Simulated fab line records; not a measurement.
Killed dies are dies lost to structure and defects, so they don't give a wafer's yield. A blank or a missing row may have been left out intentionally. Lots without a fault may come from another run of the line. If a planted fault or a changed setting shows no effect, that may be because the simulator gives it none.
The tool behind it: which one? || flow berkeley_cmos170 || Sampling: 14 lots, 42 wafers, 3 of 331 route steps

## WHAT THE GAUGES SHOWED, per wafer
UCB170_PSD_OVL_MEAS_07. Usual: for PSD_OVL the level is 2 nm and the standard deviation is 6.6.
{"lot": "L464", "measured": "day 6 23:12", "on": "overlay-02", "PSD_OVL (nm)": "11 6 14", "flag": ""}
{"lot": "L465", "measured": "day 7 20:22", "on": "overlay-02", "PSD_OVL (nm)": "-13 2 0", "flag": ""}
{"lot": "L466", "measured": "day 7 20:51", "on": "overlay-01", "PSD_OVL (nm)": "2 14 12", "flag": ""}
{"lot": "L467", "measured": "day 7 21:02", "on": "overlay-01", "PSD_OVL (nm)": "5 7 5", "flag": ""}
{"lot": "L469", "measured": "day 8 04:32", "on": "overlay-01", "PSD_OVL (nm)": "1 14 11", "flag": ""}
{"lot": "L468", "measured": "day 8 04:51", "on": "overlay-01", "PSD_OVL (nm)": "4 -3 2", "flag": ""}
{"lot": "L471", "measured": "day 8 23:11", "on": "overlay-01", "PSD_OVL (nm)": "10 3 -3", "flag": ""}
{"lot": "L473", "measured": "day 8 23:18", "on": "overlay-02", "PSD_OVL (nm)": "1 3 9", "flag": ""}
{"lot": "L472", "measured": "day 8 23:36", "on": "overlay-01", "PSD_OVL (nm)": "-7 8 -3", "flag": ""}
{"lot": "L475", "measured": "day 9 10:22", "on": "overlay-01", "PSD_OVL (nm)": "8 8 2", "flag": ""}
{"lot": "L474", "measured": "day 9 10:37", "on": "overlay-02", "PSD_OVL (nm)": "2 5 5", "flag": ""}
{"lot": "L486", "measured": "day 12 04:40", "on": "overlay-02", "PSD_OVL (nm)": "2 4 2", "flag": ""}
{"lot": "L485", "measured": "day 12 04:46", "on": "overlay-01", "PSD_OVL (nm)": "-10 -4 3", "flag": ""}
{"lot": "L487", "measured": "day 12 10:53", "on": "overlay-02", "PSD_OVL (nm)": "-1 9 11", "flag": ""}

UCB170_V2_THK_MEAS_04. Usual: for V2_POLISHED_THK the level is 1000.0 nm and the standard deviation is 1.4.
{"lot": "L464", "measured": "day 7 18:44", "on": "film_metro-01", "V2_POLISHED_THK (nm)": "999.4 997.6 999.5", "flag": ""}
{"lot": "L465", "measured": "day 8 16:32", "on": "film_metro-04", "V2_POLISHED_THK (nm)": "1001.3 1001.0 999.8", "flag": ""}
{"lot": "L466", "measured": "day 8 17:26", "on": "film_metro-04", "V2_POLISHED_THK (nm)": "1000.0 999.3 1003.4", "flag": ""}
{"lot": "L467", "measured": "day 8 23:23", "on": "film_metro-03", "V2_POLISHED_THK (nm)": "999.4 1000.1 1001.7", "flag": ""}
{"lot": "L469", "measured": "day 9 04:12", "on": "film_metro-04", "V2_POLISHED_THK (nm)": "1001.6 1002.1 999.3", "flag": ""}
{"lot": "L468", "measured": "day 9 02:32", "on": "film_metro-01", "V2_POLISHED_THK (nm)": "998.4 998.4 999.3", "flag": ""}
{"lot": "L471", "measured": "day 9 21:48", "on": "film_metro-01", "V2_POLISHED_THK (nm)": "1000.2 999.0 999.1", "flag": ""}
{"lot": "L473", "measured": "day 9 22:06", "on": "film_metro-01", "V2_POLISHED_THK (nm)": "1000.0 999.3 999.0", "flag": ""}
{"lot": "L472", "measured": "day 9 22:00", "on": "film_metro-03", "V2_POLISHED_THK (nm)": "1000.3 1001.0 1000.4", "flag": ""}
{"lot": "L475", "measured": "day 10 04:25", "on": "film_metro-04", "V2_POLISHED_THK (nm)": "1003.7 1001.1 1002.3", "flag": ""}
{"lot": "L474", "measured": "day 10 05:54", "on": "film_metro-03", "V2_POLISHED_THK (nm)": "999.4 999.9 1000.3", "flag": ""}
{"lot": "L486", "measured": "day 13 00:12", "on": "film_metro-03", "V2_POLISHED_THK (nm)": "996.8 999.1 997.8", "flag": ""}
{"lot": "L485", "measured": "day 13 00:01", "on": "film_metro-04", "V2_POLISHED_THK (nm)": "999.0 998.9 997.7", "flag": ""}
{"lot": "L487", "measured": "day 13 07:52", "on": "film_metro-01", "V2_POLISHED_THK (nm)": "1000.5 998.1 999.4", "flag": ""}

## TOOL THAT RAN EACH LOT (tool first, then ch and the chambers of the sampled wafers, then the start)
{"lot": "L464", "UCB170_M1_ANNEAL_14": "furnace-03 ch 0, day 7 11:34"}
{"lot": "L465", "UCB170_M1_ANNEAL_14": "furnace-03 ch 0, day 8 07:49"}
{"lot": "L466", "UCB170_M1_ANNEAL_14": "furnace-03 ch 0, day 8 09:08"}
{"lot": "L467", "UCB170_M1_ANNEAL_14": "furnace-03 ch 0, day 8 15:58"}
{"lot": "L469", "UCB170_M1_ANNEAL_14": "furnace-03 ch 0, day 8 19:58"}
{"lot": "L468", "UCB170_M1_ANNEAL_14": "furnace-03 ch 0, day 8 18:38"}
{"lot": "L471", "UCB170_M1_ANNEAL_14": "furnace-03 ch 0, day 9 13:04"}
{"lot": "L473", "UCB170_M1_ANNEAL_14": "furnace-03 ch 0, day 9 14:24"}
{"lot": "L472", "UCB170_M1_ANNEAL_14": "furnace-03 ch 0, day 9 14:24"}
{"lot": "L475", "UCB170_M1_ANNEAL_14": "furnace-03 ch 0, day 9 21:02"}
{"lot": "L474", "UCB170_M1_ANNEAL_14": "furnace-03 ch 0, day 9 22:23"}
{"lot": "L486", "UCB170_M1_ANNEAL_14": "furnace-03 ch 0, day 12 16:17"}
{"lot": "L485", "UCB170_M1_ANNEAL_14": "furnace-03 ch 0, day 12 14:58"}
{"lot": "L487", "UCB170_M1_ANNEAL_14": "furnace-03 ch 0, day 12 23:14"}
- UCB170_M1_ANNEAL_14: time 1200 s.

## AS READ BY THE TOOLS THEMSELVES (means over the sampled wafers that have a number; for cases with no such wafer, the mark the record gives instead)
UCB170_M1_ANNEAL_14. Usual: spike_tc_centre_C 401.3 C, standard deviation 1; spike_tc_load_C 420.5 C, standard deviation 0.9; spike_tc_source_C 417.8 C, standard deviation 1; tube_center_temp_C 400 C, standard deviation 0.032; tube_center_temp_C_max 401.04, standard deviation 0.17; zone_power_load_pct 5.88 %, standard deviation 0.061; zone_power_source_pct 5.36 %, standard deviation 0.058.
{"lot": "L464", "tool": "furnace-03", "spike_tc_centre_C (C)": 401.0, "spike_tc_load_C (C)": 421.0, "spike_tc_source_C (C)": 417.4, "tube_center_temp_C (C)": 400, "tube_center_temp_C_max": 401.20, "zone_power_load_pct (%)": 5.91, "zone_power_source_pct (%)": 5.32, "flag": ""}
{"lot": "L465", "tool": "furnace-03", "spike_tc_centre_C (C)": 400.7, "spike_tc_load_C (C)": 420.1, "spike_tc_source_C (C)": 419.0, "tube_center_temp_C (C)": 400, "tube_center_temp_C_max": 400.91, "zone_power_load_pct (%)": 5.92, "zone_power_source_pct (%)": 5.42, "flag": ""}
{"lot": "L466", "tool": "furnace-03", "spike_tc_centre_C (C)": 400.0, "spike_tc_load_C (C)": 419.7, "spike_tc_source_C (C)": 418.7, "tube_center_temp_C (C)": 400, "tube_center_temp_C_max": 401.30, "zone_power_load_pct (%)": 5.82, "zone_power_source_pct (%)": 5.39, "flag": ""}
{"lot": "L467", "tool": "furnace-03", "spike_tc_centre_C (C)": 400.4, "spike_tc_load_C (C)": 420.3, "spike_tc_source_C (C)": 417.3, "tube_center_temp_C (C)": 400, "tube_center_temp_C_max": 400.95, "zone_power_load_pct (%)": 5.96, "zone_power_source_pct (%)": 5.34, "flag": ""}
{"lot": "L469", "tool": "furnace-03", "spike_tc_centre_C (C)": 401.3, "spike_tc_load_C (C)": 419.9, "spike_tc_source_C (C)": 417.1, "tube_center_temp_C (C)": 400, "tube_center_temp_C_max": 401.06, "zone_power_load_pct (%)": 5.88, "zone_power_source_pct (%)": 5.38, "flag": ""}
{"lot": "L468", "tool": "furnace-03", "spike_tc_centre_C (C)": 401.9, "spike_tc_load_C (C)": 420.0, "spike_tc_source_C (C)": 418.0, "tube_center_temp_C (C)": 400, "tube_center_temp_C_max": 400.98, "zone_power_load_pct (%)": 5.93, "zone_power_source_pct (%)": 5.34, "flag": ""}
{"lot": "L471", "tool": "furnace-03", "spike_tc_centre_C (C)": 401.6, "spike_tc_load_C (C)": 420.2, "spike_tc_source_C (C)": 418.3, "tube_center_temp_C (C)": 400, "tube_center_temp_C_max": 401.06, "zone_power_load_pct (%)": 5.91, "zone_power_source_pct (%)": 5.44, "flag": ""}
{"lot": "L473", "tool": "furnace-03", "spike_tc_centre_C (C)": 401.8, "spike_tc_load_C (C)": 419.8, "spike_tc_source_C (C)": 417.9, "tube_center_temp_C (C)": 400, "tube_center_temp_C_max": 401.04, "zone_power_load_pct (%)": 5.86, "zone_power_source_pct (%)": 5.36, "flag": ""}
{"lot": "L472", "tool": "furnace-03", "spike_tc_centre_C (C)": 400.9, "spike_tc_load_C (C)": 420.1, "spike_tc_source_C (C)": 418.0, "tube_center_temp_C (C)": 400, "tube_center_temp_C_max": 400.93, "zone_power_load_pct (%)": 5.86, "zone_power_source_pct (%)": 5.39, "flag": ""}
{"lot": "L475", "tool": "furnace-03", "spike_tc_centre_C (C)": 411.4, "spike_tc_load_C (C)": 430.7, "spike_tc_source_C (C)": 427.2, "tube_center_temp_C (C)": 410, "tube_center_temp_C_max": 410.88, "zone_power_load_pct (%)": 6.17, "zone_power_source_pct (%)": 5.64, "flag": "OFF"}
{"lot": "L474", "tool": "furnace-03", "spike_tc_centre_C (C)": 410.9, "spike_tc_load_C (C)": 429.8, "spike_tc_source_C (C)": 427.4, "tube_center_temp_C (C)": 410, "tube_center_temp_C_max": 410.78, "zone_power_load_pct (%)": 6.17, "zone_power_source_pct (%)": 5.59, "flag": "OFF"}
{"lot": "L486", "tool": "furnace-03", "spike_tc_centre_C (C)": 401.7, "spike_tc_load_C (C)": 421.0, "spike_tc_source_C (C)": 417.5, "tube_center_temp_C (C)": 400, "tube_center_temp_C_max": 400.98, "zone_power_load_pct (%)": 5.81, "zone_power_source_pct (%)": 5.36, "flag": ""}
{"lot": "L485", "tool": "furnace-03", "spike_tc_centre_C (C)": 401.0, "spike_tc_load_C (C)": 420.1, "spike_tc_source_C (C)": 418.2, "tube_center_temp_C (C)": 400, "tube_center_temp_C_max": 401.21, "zone_power_load_pct (%)": 5.85, "zone_power_source_pct (%)": 5.34, "flag": ""}
{"lot": "L487", "tool": "furnace-03", "spike_tc_centre_C (C)": 401.3, "spike_tc_load_C (C)": 420.1, "spike_tc_source_C (C)": 417.0, "tube_center_temp_C (C)": 400, "tube_center_temp_C_max": 401.10, "zone_power_load_pct (%)": 5.89, "zone_power_source_pct (%)": 5.36, "flag": ""}

## THE ANSWER, worked out from the rows above alone
Rule: a lot is off if the mean of its wafers that have a number lies more than 3 standard deviations from the usual mean. Also off: a lot with no number at a reading for which 4 or more lots have one. Where the step has rows for the other lots, those lots are counted as sound. Order of review: gauges by route order, followed by the tools' own readings, for which a lot's mean as printed above is used. At the first step where some lot is off, the reading lying furthest off is the one used; lots without a number count as furthest.
Off, at UCB170_M1_ANNEAL_14 on tube_center_temp_C: L475, L474.
A tool fits if, at that step or a process step before it, it ran every lot that is off, and no sound lot after the first of them. No candidate that was tried fits.

## WHAT THE SIMULATOR PUT IN
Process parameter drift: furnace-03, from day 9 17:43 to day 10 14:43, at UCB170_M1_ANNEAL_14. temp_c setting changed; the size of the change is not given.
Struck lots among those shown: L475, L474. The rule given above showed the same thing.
